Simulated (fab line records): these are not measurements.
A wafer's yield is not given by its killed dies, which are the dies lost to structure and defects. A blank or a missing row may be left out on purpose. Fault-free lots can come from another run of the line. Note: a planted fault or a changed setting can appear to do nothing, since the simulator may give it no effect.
Comparing a struck lot with a sound one || flow rit_cmos || 44 steps out of a route of 202
Sound: wafers L453.3, L453.5, L453.6. The struck wafers were L463.4, L463.5, L463.6. The cause comes at the end.
For every step that has rows: the tool of each side, followed by ch and its chambers, followed by its first start. Under that, the readings that differ: sound wafers || struck wafers || difference of the means || sigmas: that difference in standard deviations of wafers without a fault.
alike: readings with means less than 2 such deviations apart, plus words and numbers identical on both sides. not compared: withheld readings, readings lacking a value on some wafer, bounds such as >300 that could conceal the same value, and numbers that have no deviation in the record and whose values overlap.
Wherever a step has rows on one side only, a row that says differs or no value, or a row with sigmas, the two part there. Numbers that don't overlap but have no deviation are shown without sigmas and don't part them. Lack of a reading on every wafer of one side parts them only where that side has two or more wafers.

first, 4 steps without rows for these wafers: RIT_PLDD_SOFTBAKE_02 (time 60 s); RIT_PLDD_EXPOSE_03 (exposes mask M8, target cd 40900 nm); RIT_PLDD_PEB_04; RIT_PLDD_DEVELOP_05 (develop time 50 s).
RIT_PLDD_OVL_MEAS_06:
  struck on overlay-02, day 6 00:20; sound on overlay-02, day 3 20:49
  alike: PLDD_OVL
then, 2 steps without rows for these wafers: RIT_PLDD_HARDBAKE_07 (time 60 s); RIT_PLDD_IMPLANT_08.
RIT_PLDD_STRIP_09: strips in O2, time 180 s.
  sound on plasma_asher-02 ch 0,1, day 3 21:12; struck on plasma_asher-03 ch 0,1, day 6 00:43
  alike: drypump_motor_current_A
  not compared: rf_hours_counter_h
RIT_PLDD_TW_MEAS_10:
  struck on film_metro-04, day 6 00:52; sound on film_metro-03, day 3 21:20
  alike: PLDD_TW
then, 3 steps without rows for these wafers: RIT_SPACER_CLEAN_00 (cleans in SC1, time 600 s); RIT_SPACER_CLEAN_01 (cleans in dHF, time 30 s); RIT_SPACER_CLEAN_02 (cleans in SC2, time 600 s).
RIT_SPACER_CVD_03: deposits Si3N4 from SiH2Cl2/NH3, target thk 250 nm, time 3300 s.
  sound on lpcvd-02 ch 0, day 3 21:45; struck on lpcvd-01 ch 1, day 6 01:16
{"reading": "pressure_mtorr (mTorr)", "sound": "301.3 299.6 299.9", "struck": "300.3 298.6 298.2", "difference": -1.2, "sigmas": -2}
{"reading": "model.Si3N4_of_SPACER_CVD_03.thk_nm (nm)", "sound": "248.8 249.1 249.4", "struck": "106 101.9 103.1", "difference": -145, "sigmas": ""}
  alike: zone_power_source_pct
RIT_SPACER_THK_MEAS_04:
  struck on film_metro-04, day 6 03:13; sound on film_metro-04, day 3 23:41
{"reading": "SPACER_NITRIDE_THK (nm)", "sound": "248.8 249.1 249.5", "struck": "106.0 101.9 103.1", "difference": -145.5, "sigmas": -61}
RIT_SPACER_ETCHBACK_05: etches Si3N4 in SF6/CHF3, stops on SiO2, target depth 250 nm, time 240 s.
  sound on rie_diel-04 ch 0,1,2, day 3 23:43; struck on rie_diel-02 ch 0,1,3, day 6 03:14
{"reading": "oes_product_au (a.u.)", "sound": "0.838 0.827 0.822", "struck": "0.486 0.488 0.479", "difference": -0.345, "sigmas": -23}
{"reading": "model.etch.depth_nm (nm)", "sound": "248.8 249.1 249.4", "struck": "106 101.9 103.1", "difference": -145, "sigmas": ""}
  alike: drypump_motor_current_A, throttle_valve_pct
  not compared: rf_hours_counter_h
then, 2 steps without rows for these wafers: RIT_NSD_HMDS_00 (prime time 60 s); RIT_NSD_COAT_01 (resist thk 1000 nm).
RIT_NSD_SOFTBAKE_02: time 61.69 s.
  sound on litho_track-04 ch 0, day 4 00:13; struck on litho_track-03 ch 0, day 6 03:46
{"reading": "plate_sensor_t_edge_C (C)", "sound": "91.014 91.030 91.017", "struck": "91.045 91.039 91.037", "difference": "+0.020", "sigmas": "+2"}
  alike: heater_power_total_W, plate_sensor_t_centre_C
then, 3 steps without rows for these wafers: RIT_NSD_EXPOSE_03 (exposes mask M9, target cd 40700 nm); RIT_NSD_PEB_04; RIT_NSD_DEVELOP_05 (develop time 50 s).
RIT_NSD_OVL_MEAS_06:
  struck on overlay-02, day 6 04:23; sound on overlay-02, day 4 00:44
  alike: NSD_OVL
then, 2 steps without rows for these wafers: RIT_NSD_HARDBAKE_07 (time 60 s); RIT_NSD_IMPLANT_08.
RIT_NSD_STRIP_09: strips in O2, time 180 s.
  sound on plasma_asher-01 ch 0,1, day 4 01:07; struck on plasma_asher-02 ch 0,1, day 6 04:46
  alike: drypump_motor_current_A
  not compared: rf_hours_counter_h
RIT_NSD_TW_MEAS_10:
  struck on film_metro-03, day 6 04:54; sound on film_metro-03, day 4 01:16
  alike: NSD_TW
then, 6 steps without rows for these wafers: RIT_PSD_HMDS_00 (prime time 60 s); RIT_PSD_COAT_01 (resist thk 1000 nm); RIT_PSD_SOFTBAKE_02 (time 60 s); RIT_PSD_EXPOSE_03 (exposes mask M10, target cd 40900 nm); RIT_PSD_PEB_04; RIT_PSD_DEVELOP_05 (develop time 50 s).
RIT_PSD_OVL_MEAS_06:
  struck on overlay-01, day 6 06:00; sound on overlay-02, day 4 02:17
  alike: PSD_OVL
then, 2 steps without rows for these wafers: RIT_PSD_HARDBAKE_07 (time 60 s); RIT_PSD_IMPLANT_08.
RIT_PSD_STRIP_09: strips in O2, time 180 s.
  sound on plasma_asher-01 ch 0,1, day 4 02:40; struck on plasma_asher-04 ch 0,1, day 6 06:22
  alike: drypump_motor_current_A
  not compared: rf_hours_counter_h
RIT_PSD_TW_MEAS_10:
  struck on film_metro-04, day 6 06:31; sound on film_metro-04, day 4 02:48
  alike: PSD_TW
then, 3 steps without rows for these wafers: RIT_SDANNEAL_CLEAN_00 (cleans in SC1, time 600 s); RIT_SDANNEAL_CLEAN_01 (cleans in dHF, time 30 s); RIT_SDANNEAL_CLEAN_02 (cleans in SC2, time 600 s).
RIT_SDANNEAL_RTA_03: time 5 s.
  sound on rtp_anneal-01 ch 0, day 4 03:14; struck on rtp_anneal-01 ch 0, day 6 07:09
  alike: wafer_temp_C_max
RIT_SDANNEAL_RS_MEAS_04: the measuring method here is four-point-probe.
  struck on film_metro-03, day 6 07:14; sound on film_metro-04, day 4 03:19
  alike: PSD_RS
RIT_SILICIDE_WET_ETCH_00: etches SiO2 in BOE, target depth 14 nm, time 15 s.
  sound on wet_bench-02 ch 3, day 4 03:45; struck on wet_bench-01 ch 3, day 6 07:40
{"reading": "bath_heat_duty_pct (%)", "sound": "1.6 1.0 1.4", "struck": "2.3 2.2 1.7", "difference": "+0.7", "sigmas": "+2"}
{"reading": "model.Si3N4_of_SPACER_CVD_03.thk_nm (nm)", "sound": "192.9 194.2 196", "struck": "82.19 78.88 79.14", "difference": -114.30, "sigmas": ""}
RIT_M1_PROBE_99:
  struck on prober-01, day 6 15:30; sound on prober-01, day 4 11:46
{"reading": "model.etest.nplus_sal.width_nm (nm)", "sound": "3442 3438 3408", "struck": "3631 3641 3667", "difference": "+217", "sigmas": ""}
{"reading": "model.etest.pplus_sal.width_nm (nm)", "sound": "3444 3456 3433", "struck": "3656 3648 3652", "difference": "+208", "sigmas": ""}
{"reading": "model.etest.nldd.width_nm (nm)", "sound": "3140 3167 3187", "struck": "3330 3346 3340", "difference": "+174", "sigmas": ""}
{"reading": "model.etest.pldd.width_nm (nm)", "sound": "3176 3181 3163", "struck": "3316 3354 3333", "difference": "+161", "sigmas": ""}
{"reading": "model.etest.nldd.rs_ohm_sq", "sound": "377.2 375.1 381.5", "struck": "339.4 274.8 195.2", "difference": -108.1, "sigmas": ""}
{"reading": "model.etest.pwell_pinched.rs_ohm_sq", "sound": "461.2 460.2 455", "struck": "569.7 580.6 590.3", "difference": "+121.4", "sigmas": ""}
{"reading": "model.etest.nwell_pinched.rs_ohm_sq", "sound": "343.9 340.9 335.4", "struck": "426.3 432.5 438.2", "difference": "+92.3", "sigmas": ""}
  alike: killed_at_M0_to_M3, killed_at_front_end, killed_dies, killed_on_rim, killed_open, killed_short
  not compared: model.etest.pldd.rs_ohm_sq

## WHERE THEY PART
First at RIT_SPACER_CVD_03; last, within this record, at RIT_SILICIDE_WET_ETCH_00. Later steps at which nothing parts them and some readings are alike: RIT_M1_PROBE_99.

WHY: the cause the simulator had injected
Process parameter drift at RIT_SPACER_CVD_03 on lpcvd-01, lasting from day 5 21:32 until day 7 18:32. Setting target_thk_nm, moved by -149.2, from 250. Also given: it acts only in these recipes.
